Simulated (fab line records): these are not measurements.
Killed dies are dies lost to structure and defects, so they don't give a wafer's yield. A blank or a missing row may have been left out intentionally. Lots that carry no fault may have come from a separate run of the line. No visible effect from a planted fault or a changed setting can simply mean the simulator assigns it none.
fab line records	flow ritCmos
record: lots: 6	wafers: 18	lastDay: 8
route steps=202 shown SILICIDE@167 CONTACT@168 M1@202
lots with no fault: from the same line, run without faults
startH: hours from the record's first day to the start of the lot's first wafer shown	waitH: hours elapsed since this lot's preceding step	" the same as in the row above	L1.1+2: several wafers, shown together as one row	- no value present, or no start provided	* or withheld: withheld	< > ~ a bound
route shown NAME@n: a module of which the file shows steps, and the number in the route of the first	usual: mean/standard deviation taken from wafers without a fault	same: alike in all rows	chamber/n: place in a boat	sites: readings site by site	_std_site: how widely they spread, as a standard deviation	_edge_site: mean of outer sites minus mean of inner sites	radiusMm: how far each site lies from the wafer's centre	mask NAME#n: copy n	behind: the last tool/chamber to shape the wafer	hold: why the lot was held/for how many hours/how that ended	device: names the non-switching transistor (n, p or np)	end of line: tests run on the same wafers once the route is complete	for a step that has no rows: nothing shown but its recipe	killed: at the first sort, the dies lost to defects and structure; wafer yield is something else	map: dies across one wafer; x = killed, . = not, _ = none there
set.NAME: the setting as run; set.NAME@STEP: as run at that earlier step	model.NAME: the simulator's own value behind a step, which no gauge read
lots seen at some steps along the route; tables by step, rows by wafer
services: when a tool's chamber went out of use (startH, in hours from the record's first day, below 0 if earlier), for how many hours, and the reason
== steps ==
step: RIT_SILICIDE_RTA_06
recipe: tempC: 750	timeS: 10	idleTempC: 25	rampUpS: 5	rampDownS: 10	coolToC: 25	ambient: N2
usual: annealTempCMax: 754.8/1.2	wafer_temp_C_max: 754.1/1.5
lot.wafer	tool	chamber	startH	waitH	annealTempCMax	wafer_temp_C_max
L764.2	rtpAnneal-02	0	52.23	0.0	754.7	755.2
L764.3	"	0	"	"	754.3	755.0
L764.4	"	0	"	"	753.2	755.9
L766.1	rtpAnneal-02	0	66.67	0.0	753.0	753.6
L766.4	"	0	"	"	753.6	754.4
L766.5	"	0	"	"	755.2	755.1
L769.1	rtpAnneal-01	0	81.97	0.0	755.7	752.2
L769.3	"	0	"	"	754.5	753.2
L769.5	"	0	"	"	754.4	752.4
L777.2	rtpAnneal-01	0	122.51	0.0	754.5	752.9
L777.4	"	0	"	"	754.7	752.5
L777.6	"	0	"	"	754.5	751.9
L781.1	rtpAnneal-02	0	159.09	0.0	753.5	755.1
L781.4	"	0	"	"	754.2	754.3
L781.6	"	0	"	"	753.2	756.2
L786.2	rtpAnneal-01	0	186.31	0.0	757.2	753.5
L786.5	"	0	"	"	755.4	753.4
L786.6	"	0	"	"	757.4	752.0
step: RIT_CONTACT_CVD_00
recipe: material: SiO2	targetThkNm: 400	precursor: TEOS	tempC: 390	timeS: 61	rfW: 400
usual: heaterPowerW: 302/42	susceptorTempC: 389.97/0.19
lot.wafer	tool	chamber	startH	waitH	heaterPowerW	susceptorTempC
L764.2	pecvd-01	1	52.28	0.0	270	389.51
L764.3	"	0	"	"	323	389.97
L764.4	"	1	"	"	289	390.00
L766.1	pecvd-02	1	66.74	0.1	307	390.18
L766.4	"	0	"	"	327	389.96
L766.5	"	1	"	"	315	389.98
L769.1	pecvd-02	1	82.03	0.1	270	390.19
L769.3	"	2	"	"	281	390.24
L769.5	"	1	"	"	287	390.31
L777.2	pecvd-03	0	122.56	0.0	273	390.55
L777.4	"	2	"	"	403	390.09
L777.6	"	1	"	"	260	390.31
L781.1	pecvd-01	2	159.16	0.1	285	389.75
L781.4	"	2	"	"	298	389.93
L781.6	"	1	"	"	345	389.60
L786.2	pecvd-02	0	186.37	0.0	344	390.02
L786.5	"	1	"	"	303	390.30
L786.6	"	2	"	"	311	390.00
step: RIT_CONTACT_THK_MEAS_01
recipe: reads: SiO2_of_CONTACT_CVD_00
usual: CONTACT_TEOS_THK: 401/4.7
lot.wafer	tool	chamber	startH	waitH	CONTACT_TEOS_THK[nm]
L764.2	filmMetro-04	-	52.34	0.0	400
L764.3	"	-	"	"	399
L764.4	"	-	"	"	405
L766.1	filmMetro-03	-	66.79	0.0	401
L766.4	"	-	"	"	401
L766.5	"	-	"	"	407
L769.1	filmMetro-04	-	82.08	0.0	397
L769.3	"	-	"	"	397
L769.5	"	-	"	"	405
L777.2	filmMetro-03	-	122.62	0.0	400
L777.4	"	-	"	"	401
L777.6	"	-	"	"	403
L781.1	filmMetro-02	-	159.21	0.0	403
L781.4	"	-	"	"	405
L781.6	"	-	"	"	403
L786.2	filmMetro-04	-	186.43	0.0	394
L786.5	"	-	"	"	398
L786.6	"	-	"	"	399
step: RIT_CONTACT_HMDS_02
recipe: primeTimeS: 60	primeTempC: 140
step: RIT_CONTACT_COAT_03
recipe: resist: NOVOLAK	spinRpm: 3250	resistThkNm: 1000
step: RIT_CONTACT_SOFTBAKE_04
recipe: resist: NOVOLAK	tempC: 90	timeS: 60
step: RIT_CONTACT_EXPOSE_05
recipe: maskId: M11	na: 0.6	sourceShape: conventional	sigmaOuter: 0.5	targetCdNm: 1000	doseMj: 250
step: RIT_CONTACT_PEB_06
recipe: resist: NOVOLAK	tempC: withheld	timeS: withheld
step: RIT_CONTACT_DEVELOP_07
recipe: resist: NOVOLAK	developTimeS: 120	devTempC: 23
step: RIT_CONTACT_CD_MEAS_08
recipe: targetCdNm: 1000
usual: cdNm: 998.9/2.6
lot.wafer	tool	chamber	startH	waitH	cdNm
L764.2	cdSem-01	-	53.51	-	996.8
L764.3	"	-	"	"	999.2
L764.4	"	-	"	"	1000.1
L766.1	cdSem-02	-	67.94	-	995.7
L766.4	"	-	"	"	995.6
L766.5	"	-	"	"	996.3
L769.1	cdSem-01	-	83.26	-	1002.2
L769.3	"	-	"	"	1001.4
L769.5	"	-	"	"	1002.1
L777.2	cdSem-02	-	123.78	-	996.9
L777.4	"	-	"	"	996.6
L777.6	"	-	"	"	996.5
L781.1	cdSem-01	-	160.42	-	999.8
L781.4	"	-	"	"	998.1
L781.6	"	-	"	"	998.6
L786.2	cdSem-01	-	187.75	-	999.4
L786.5	"	-	"	"	1000.0
L786.6	"	-	"	"	998.5
step: RIT_CONTACT_OVL_MEAS_09
usual: CONTACT_OVL: -1.1/1.4
lot.wafer	tool	chamber	startH	waitH	CONTACT_OVL[nm]
L764.2	overlay-02	-	53.61	0.1	0.1
L764.3	"	-	"	"	0.6
L764.4	"	-	"	"	0.8
L766.1	overlay-02	-	68.06	0.1	-1.0
L766.4	"	-	"	"	-0.9
L766.5	"	-	"	"	-1.6
L769.1	overlay-02	-	83.38	0.1	-2.7
L769.3	"	-	"	"	-2.8
L769.5	"	-	"	"	-1.2
L777.2	overlay-02	-	123.89	0.1	-4.7
L777.4	"	-	"	"	-2.4
L777.6	"	-	"	"	-2.7
L781.1	overlay-01	-	160.54	0.1	-0.2
L781.4	"	-	"	"	0.3
L781.6	"	-	"	"	0.5
L786.2	overlay-02	-	187.85	0.1	-0.6
L786.5	"	-	"	"	-3.1
L786.6	"	-	"	"	-0.5
step: RIT_CONTACT_HARDBAKE_10
recipe: resist: NOVOLAK	tempC: 140	timeS: 60
step: RIT_CONTACT_ETCH_11
recipe: targetDepthA: 4800	overEtchFrac: 0.2	stopOn: TiSi2	chemistry: CHF3/CF4/Ar	target: SiO2	CHF3_flow_sccm: 50	cf4FlowSccm: 10	Ar_flow_sccm: 100	O2_flow_sccm: 5	pressureMtorr: 100	rfW: 200	timeS: 320
usual: drypumpMotorCurrentA: 5.9/0.5	oesProductAu: 0.985/0.013	throttleValvePct: 8.88/0.13
lot.wafer	tool	chamber	startH	waitH	drypumpMotorCurrentA	oesProductAu	rfHoursCounterH	throttleValvePct	model.etch.depthNm	model.CONTACT.featureDepthNm	model.NOVOLAK_of_CONTACT_COAT_03.thkNm
L764.2	rieDiel-02	0	53.79	0.1	5.9	0.985	86	8.72	399.9	399.9	770.8
L764.3	"	3	"	"	6.6	0.952	49	8.90	399.1	399.1	770.1
L764.4	"	0	"	"	5.9	0.981	-	8.74	404.9	404.9	770.5
L766.1	rieDiel-04	0	68.24	0.1	5.7	0.992	36	8.65	401	401	768.7
L766.4	"	2	"	"	6.7	0.993	19	9.00	401.4	401.4	767.8
L766.5	"	1	"	"	5.3	0.974	-	8.88	406.8	406.8	762.6
L769.1	rieDiel-01	3	83.58	0.1	5.8	0.990	54	8.95	397	397	766.1
L769.3	"	2	"	"	5.0	0.983	5	8.81	396	396	761.7
L769.5	"	3	"	"	5.8	0.992	-	8.95	404.9	404.8	766.8
L777.2	rieDiel-02	2	124.07	0.1	5.5	0.990	7	8.65	399.9	399.9	772.1
L777.4	"	3	"	"	6.6	0.955	50	8.92	401.3	401.3	773.7
L777.6	"	2	"	"	5.5	0.992	-	8.65	403.1	403.1	767.6
L781.1	rieDiel-04	0	160.86	0.1	5.8	0.985	38	8.64	320.8	320.8	805.6
L781.4	"	1	"	"	5.3	0.974	116	8.87	330.8	330.8	806
L781.6	"	2	"	"	6.7	0.980	-	9.00	323.2	323.2	805
L786.2	rieDiel-04	2	188.05	0.1	6.7	0.984	21	9.00	327.4	327.4	803.1
L786.5	"	1	"	"	5.3	0.977	-	8.87	330.7	330.7	801.3
L786.6	"	2	"	"	6.7	0.986	-	9.01	328.7	328.7	803.9
step: RIT_CONTACT_STRIP_12
recipe: chemistry: O2	timeS: 180	resist: NOVOLAK	platenTempC: withheld	powerW: 500	pressureMtorr: 4000	o2FlowSccm: 4000
usual: drypumpMotorCurrentA: 5.8/0.6
lot.wafer	tool	chamber	startH	waitH	drypumpMotorCurrentA	rfHoursCounterH
L764.2	plasmaAsher-03	0	53.99	0.1	6.3	26
L764.3	"	0	"	"	6.3	-
L764.4	"	1	"	"	5.0	-
L766.1	plasmaAsher-03	1	68.44	0.1	5.0	28
L766.4	"	0	"	"	6.3	-
L766.5	"	1	"	"	5.0	-
L769.1	plasmaAsher-02	0	83.77	0.1	6.6	45
L769.3	"	1	"	"	5.5	-
L769.5	"	1	"	"	5.5	-
L777.2	plasmaAsher-04	0	124.26	0.1	5.4	47
L777.4	"	0	"	"	5.4	-
L777.6	"	1	"	"	6.1	-
L781.1	plasmaAsher-04	0	161.05	0.1	5.4	51
L781.4	"	0	"	"	5.4	-
L781.6	"	1	"	"	6.1	-
L786.2	plasmaAsher-03	0	188.24	0.1	6.2	40
L786.5	"	0	"	"	6.3	-
L786.6	"	1	"	"	5.0	-
step: RIT_CONTACT_CD_MEAS_90
recipe: targetCdNm: 1000
usual: cdNm: 998.8/2.7
lot.wafer	tool	chamber	startH	waitH	cdNm
L764.2	cdSem-01	-	54.18	0.1	996.3
L764.3	"	-	"	"	998.6
L764.4	"	-	"	"	1000.0
L766.1	cdSem-02	-	68.61	0.1	995.5
L766.4	"	-	"	"	995.4
L766.5	"	-	"	"	996.0
L769.1	cdSem-02	-	83.95	0.1	1001.9
L769.3	"	-	"	"	1001.9
L769.5	"	-	"	"	1001.6
L777.2	cdSem-01	-	124.46	0.1	996.8
L777.4	"	-	"	"	996.3
L777.6	"	-	"	"	996.9
L781.1	cdSem-01	-	161.23	0.1	998.1
L781.4	"	-	"	"	996.8
L781.6	"	-	"	"	996.8
L786.2	cdSem-01	-	188.44	0.1	998.0
L786.5	"	-	"	"	998.1
L786.6	"	-	"	"	996.5
step: RIT_CONTACT_CLEAN_13
recipe: chemistry: SC1	mix: 3:3:50	timeS: 600	tempC: 75
step: RIT_CONTACT_CLEAN_14
recipe: chemistry: SC2	mix: 3:3:50	timeS: 600	tempC: 75	dry: n2Spin
step: RIT_M1_PROBE_99
usual: killedAtContacts: 0.1/0.24	killedAtFrontEnd: 7/3.1	killedDies: 7/3.1	killedOnRim: 1.9/1.3	killedOpen: 3.3/1.9	killedShort: 3.9/2.1
same: grossDies: 264	killed_at_M0_to_M3: 0	killed_at_M4_up: 0	killedAtBackSide: 0	killedAtOther: 0
lot.wafer	tool	chamber	startH	waitH	killedAtContacts	killedAtFrontEnd	killedDies	killedOnRim	killedOpen	killedShort
L764.2	prober-01	-	59.02	0.1	0	7	7	2	4	3
L764.3	prober-01	-	59.07	0.2	0	12	12	2	4	8
L764.4	prober-01	-	59.12	0.2	0	8	8	0	5	3
L766.1	prober-01	-	73.28	0.1	0	8	8	2	4	4
L766.4	prober-01	-	73.43	0.2	0	10	10	2	4	6
L766.5	prober-01	-	73.48	0.2	0	5	5	0	1	4
L769.1	prober-02	-	88.57	0.1	0	6	6	2	1	5
L769.3	prober-02	-	88.67	0.2	0	5	5	1	2	3
L769.5	prober-02	-	88.77	0.2	0	7	7	0	3	4
L777.2	prober-02	-	128.97	0.1	0	6	6	1	4	2
L777.4	prober-02	-	129.07	0.2	0	7	7	3	6	1
L777.6	prober-02	-	129.17	0.2	0	6	6	0	3	3
L781.1	prober-01	-	166.80	0.1	252	12	264	70	8	4
L781.4	prober-01	-	166.95	0.2	260	4	264	70	2	3
L781.6	prober-01	-	167.05	0.2	256	8	264	70	5	3
L786.2	prober-02	-	194.35	0.1	251	13	264	70	5	8
L786.5	prober-02	-	194.50	0.2	256	8	264	70	2	6
L786.6	prober-02	-	194.55	0.2	255	9	264	70	4	6
killed by level:class
L764.2 GATE:geometricParticle:open=3 FOX1:geometricParticle:short=1 GATE:geometricParticle:short=1 SPACER:geometricParticle:open=1 SPACER:geometricParticle:short=1
L764.3 GATE:geometricParticle:short=4 FOX1:geometricParticle:short=2 SPACER:geometricParticle:open=2 SPACER:geometricParticle:short=2 GATE:geometricParticle:open=1 SILICIDE:geometricParticle:open=1
L764.4 FOX1:geometricParticle:open=3 SILICIDE:geometricParticle:open=2 FOX2:geometricParticle:short=1 GATE:geometricParticle:short=1 REOX:geometricParticle:short=1
L766.1 GATE:geometricParticle:short=2 REOX:geometricParticle:open=2 FOX2:geometricParticle:open=1 GATE:geometricParticle:open=1 SPACER:geometricParticle:short=1 SILICIDE:geometricParticle:short=1
L766.4 FOX2:geometricParticle:short=2 GATE:geometricParticle:short=2 FOX1:geometricParticle:open=1 FOX1:geometricParticle:short=1 FOX2:geometricParticle:open=1 GATE:geometricParticle:open=1 SILICIDE:geometricParticle:short=1 SILICIDE:geometricParticle:open=1
L766.5 GATE:geometricParticle:short=1 REOX:geometricParticle:short=1 SPACER:geometricParticle:open=1 SPACER:geometricParticle:short=1 SILICIDE:geometricParticle:short=1
L769.1 REOX:geometricParticle:short=2 GATE:geometricParticle:short=1 SPACER:geometricParticle:short=1 SPACER:geometricParticle:open=1 SILICIDE:geometricParticle:short=1
L769.3 GATE:geometricParticle:short=2 FOX1:geometricParticle:open=1 REOX:geometricParticle:open=1 REOX:geometricParticle:short=1
L769.5 GATE:geometricParticle:open=2 FOX2:geometricParticle:short=1 GATE:geometricParticle:short=1 REOX:geometricParticle:short=1 SPACER:geometricParticle:open=1 SPACER:geometricParticle:short=1
L777.2 GATE:geometricParticle:open=3 FOX1:geometricParticle:open=1 GATE:geometricParticle:short=1 SPACER:geometricParticle:short=1
L777.4 FOX1:geometricParticle:open=3 FOX1:geometricParticle:short=1 GATE:geometricParticle:open=1 SPACER:geometricParticle:open=1 SILICIDE:geometricParticle:open=1
L777.6 GATE:geometricParticle:open=2 GATE:geometricParticle:short=2 FOX1:geometricParticle:open=1 SPACER:geometricParticle:short=1
L781.1 CONTACT:areaEtch=252 GATE:geometricParticle:open=4 REOX:geometricParticle:short=3 REOX:geometricParticle:open=2 ACTIVE:geometricParticle:short=1 FOX1:geometricParticle:open=1 SILICIDE:geometricParticle:open=1
L781.4 CONTACT:areaEtch=259 SILICIDE:geometricParticle:short=2 FOX1:geometricParticle:open=1 SPACER:geometricParticle:short=1 CONTACT:geometricParticle:open=1
L781.6 CONTACT:areaEtch=256 FOX1:geometricParticle:short=2 REOX:geometricParticle:open=2 FOX1:geometricParticle:open=1 GATE:geometricParticle:open=1 SPACER:geometricParticle:open=1 SPACER:geometricParticle:short=1
L786.2 CONTACT:areaEtch=251 GATE:geometricParticle:short=3 REOX:geometricParticle:short=2 SILICIDE:geometricParticle:open=2 SILICIDE:geometricParticle:short=2 FOX1:geometricParticle:open=1 FOX2:geometricParticle:open=1 FOX2:geometricParticle:short=1
L786.5 CONTACT:areaEtch=256 GATE:geometricParticle:short=2 REOX:geometricParticle:short=2 SPACER:geometricParticle:short=2 SILICIDE:geometricParticle:open=1 REOX:geometricParticle:open=1
L786.6 CONTACT:areaEtch=254 REOX:geometricParticle:short=2 REOX:geometricParticle:open=2 SILICIDE:geometricParticle:short=2 GATE:geometricParticle:open=1 SPACER:geometricParticle:short=1 SPACER:geometricParticle:open=1 CONTACT:geometricParticle:short=1
map L781.1 (x killed, . not)
________xxxxxxx_______
_____xxxxxxxxxxxxx____
____xxxxxxxxxxxxxxx___
___xxxxxxxxxxxxxxxxx__
__xxxxxxxxxxxxxxxxxxx_
__xxxxxxxxxxxxxxxxxxx_
_xxxxxxxxxxxxxxxxxxxxx
_xxxxxxxxxxxxxxxxxxxxx
_xxxxxxxxxxxxxxxxxxxxx
_xxxxxxxxxxxxxxxxxxxxx
__xxxxxxxxxxxxxxxxxxx_
__xxxxxxxxxxxxxxxxxxx_
___xxxxxxxxxxxxxxxxx__
____xxxxxxxxxxxxxxx___
_____xxxxxxxxxxxxx____
________xxxxxxx_______
map L786.2 (x killed, . not)
________xxxxxxx_______
_____xxxxxxxxxxxxx____
____xxxxxxxxxxxxxxx___
___xxxxxxxxxxxxxxxxx__
__xxxxxxxxxxxxxxxxxxx_
__xxxxxxxxxxxxxxxxxxx_
_xxxxxxxxxxxxxxxxxxxxx
_xxxxxxxxxxxxxxxxxxxxx
_xxxxxxxxxxxxxxxxxxxxx
_xxxxxxxxxxxxxxxxxxxxx
__xxxxxxxxxxxxxxxxxxx_
__xxxxxxxxxxxxxxxxxxx_
___xxxxxxxxxxxxxxxxx__
____xxxxxxxxxxxxxxx___
_____xxxxxxxxxxxxx____
________xxxxxxx_______
== services ==
tool	chamber	startH	hours	kind
plasmaAsher-04	-	35.24	10.0	pm
plasmaAsher-02	-	44.58	1.2	repair
rieDiel-02	2	46.39	30.1	repair
plasmaAsher-04	-	47.58	3.2	repair
pecvd-01	1	87.03	5.3	repair
plasmaAsher-02	-	92.16	14.6	pm
pecvd-03	2	92.85	4.0	repair
rieDiel-04	2	107.10	10.3	repair
pecvd-01	1	109.23	23.4	repair
plasmaAsher-03	-	112.93	2.7	repair
rieDiel-02	2	115.89	2.3	repair
plasmaAsher-04	-	116.94	2.9	repair
pecvd-01	-	124.83	0.5	repair
rieDiel-01	-	162.48	0.3	repair
plasmaAsher-04	-	167.00	0.6	repair
plasmaAsher-02	-	168.22	6.6	repair
rieDiel-02	1	184.99	-	clean
rieDiel-04	0	185.98	9.4	repair
rieDiel-01	-	187.61	1.2	repair
== key ==
firstSign: step: RIT_M1_PROBE_99	reading: killedAtContacts	direction: up	sigmas: 99+	usual: 0.1	struck: 255
effect: step: RIT_M1_PROBE_99	reading: killedDies	direction: up	sigmas: 83	usual: 7	struck: 264
modelEffect: step: RIT_CONTACT_ETCH_11	value: etch.depthNm	without: 400.5	struck: 326.9
moreKillsBornAt: RIT_CONTACT_ETCH_11@rieDiel-04: 1528
metAt RIT_CONTACT_ETCH_11
struckWafers L781.1,L781.4,L781.6,L786.2,L786.5,L786.6
laterRowsLeftOut L781.1,L781.4,L781.6,L786.2,L786.5,L786.6
testerLeftOut L781,L786
onsetBetween 68.24 160.86
alsoFits time
fault: kind: processParameterDrift	tool: rieDiel-04	chamber: -	onsetH: 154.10	steps: RIT_CONTACT_ETCH_11	channel: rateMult	offset: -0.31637	shape: step	endH: 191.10
testerLeftOut: of these lots the tester's yield and bins aren't shown, on N5 and GAA mostly nor the transistor test; their killed dies are dies lost to structure and defects alone, not to doping, threshold or leakage, so they don't give the yield
laterRowsLeftOut: the simulator's readings of these wafers behind a module that went badly wrong aren't trusted and aren't shown, but for the sort
